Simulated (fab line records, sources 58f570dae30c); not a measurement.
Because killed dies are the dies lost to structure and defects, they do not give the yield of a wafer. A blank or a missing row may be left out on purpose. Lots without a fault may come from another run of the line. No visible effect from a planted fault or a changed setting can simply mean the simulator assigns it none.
Shared-tool check    flow berkeley-cmos170    Sample size 15 lots and 45 wafers

WHY IT WAS OPENED
3 of 15 lots carry a flag on the reading ACTIVE_NITRIDE_THK at UCB170_ACTIVE_THK_MEAS_06. No-fault wafers: 221.1 nm, standard deviation 2.
Rule: flag the lot when none of its wafers has a number, or when each of its wafers that has one lies beyond 4 standard deviations from that mean. The rest of the lots are taken to be sound.

lot   measured      on             ACTIVE_NITRIDE_THK (nm), wafer by wafer  flag
L319  day 5 01:07   film-metro-02  221.4 220.9 220.9                        
L320  day 5 10:47   film-metro-04  225.8 224.5 223.4                        
L321  day 5 10:47   film-metro-03  222.8 221.3 221.6                        
L323  day 5 18:47   film-metro-02  218.0 218.9 218.9                        
L327  day 7 01:48   film-metro-03  221.2 222.5 222.8                        
L330  day 7 14:04   film-metro-04  224.3 221.8 223.8                        
L333  day 7 21:55   film-metro-02  125.6 127.0 128.3                        FLAGGED
L331  day 7 21:55   film-metro-03  127.6 127.8 127.7                        FLAGGED
L332  day 7 21:56   film-metro-04  129.7 129.0 127.2                        FLAGGED
L336  day 8 20:50   film-metro-04  222.3 223.6 223.1                        
L337  day 9 07:48   film-metro-02  221.7 222.1 222.5                        
L338  day 9 07:48   film-metro-04  222.0 221.4 223.0                        
L339  day 9 18:52   film-metro-04  218.7 219.6 217.6                        
L340  day 9 18:54   film-metro-03  224.9 224.5 226.2                        
L341  day 10 06:32  film-metro-03  221.5 220.9 219.8                        
Average over the flagged lots: 127.8 nm; offset from the usual -93.3 nm, equal to -47 standard deviations.

WHICH TOOL EACH LOT WENT THROUGH
The record keeps 1 process step preceding the reading, out of 331 steps on the route. Each cell gives the tool, then ch followed by the chambers the sampled wafers passed through, then the start.
lot   flag     UCB170_ACTIVE_CVD_05
L319           lpcvd-02 ch 0, day 4 23:12
L320           lpcvd-01 ch 1, day 5 08:52
L321           lpcvd-01 ch 0, day 5 08:52
L323           lpcvd-01 ch 0, day 5 16:51
L327           lpcvd-01 ch 0, day 6 23:52
L330           lpcvd-01 ch 1, day 7 12:09
L333  FLAGGED  lpcvd-01 ch 0, day 7 19:59
L331  FLAGGED  lpcvd-01 ch 0, day 7 19:59
L332  FLAGGED  lpcvd-01 ch 1, day 7 19:59
L336           lpcvd-02 ch 0, day 8 18:55
L337           lpcvd-02 ch 1, day 9 05:53
L338           lpcvd-02 ch 1, day 9 05:53
L339           lpcvd-02 ch 0, day 9 16:57
L340           lpcvd-02 ch 0, day 9 16:57
L341           lpcvd-02 ch 0, day 10 04:37
What these steps do:
- UCB170_ACTIVE_CVD_05: deposits Si3N4 from SiH2Cl2/NH3, target thk 220 nm, time 3300 s.
- UCB170_ACTIVE_THK_MEAS_06

FLAGGED AGAINST TOTAL, ONE TOOL AT A TIME (gauges that did the reading follow at the end)
step                       tool           lots run  flagged  share of the flagged lots  sound lots run after its first flagged lot
UCB170_ACTIVE_CVD_05       lpcvd-01       8         3        all                        0
UCB170_ACTIVE_CVD_05       lpcvd-02       7         0        none                       -
UCB170_ACTIVE_THK_MEAS_06  film-metro-02  4         1        some                       1 (L337)
UCB170_ACTIVE_THK_MEAS_06  film-metro-03  5         1        some                       2 (L340,L341)
UCB170_ACTIVE_THK_MEAS_06  film-metro-04  6         1        some                       3 (L336,L338,L339)

WHAT IS ALLOWED BY THE TABLE
Rows of the table that ran each flagged lot: 1, that is lpcvd-01 at UCB170_ACTIVE_CVD_05.
- lpcvd-01 at UCB170_ACTIVE_CVD_05 ran 8 lots, 3 of them flagged. Last sound lot L330 at day 7 12:09, first flagged lot L331 at day 7 19:59; a fault beginning in between fits. Its own readings (spike-tc-centre-C, spike-tc-load-C, spike-tc-source-C, susceptor-temp-C) fall more than 4 standard deviations out on all wafers of the flagged lots.
What remains is a single tool, lpcvd-01 at UCB170_ACTIVE_CVD_05.

WHAT THE SIMULATOR PUT IN
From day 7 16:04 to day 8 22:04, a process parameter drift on lpcvd-01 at UCB170_ACTIVE_CVD_05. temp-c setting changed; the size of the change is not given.
Struck lots among those shown: L333, L331, L332. The rule above found the same.
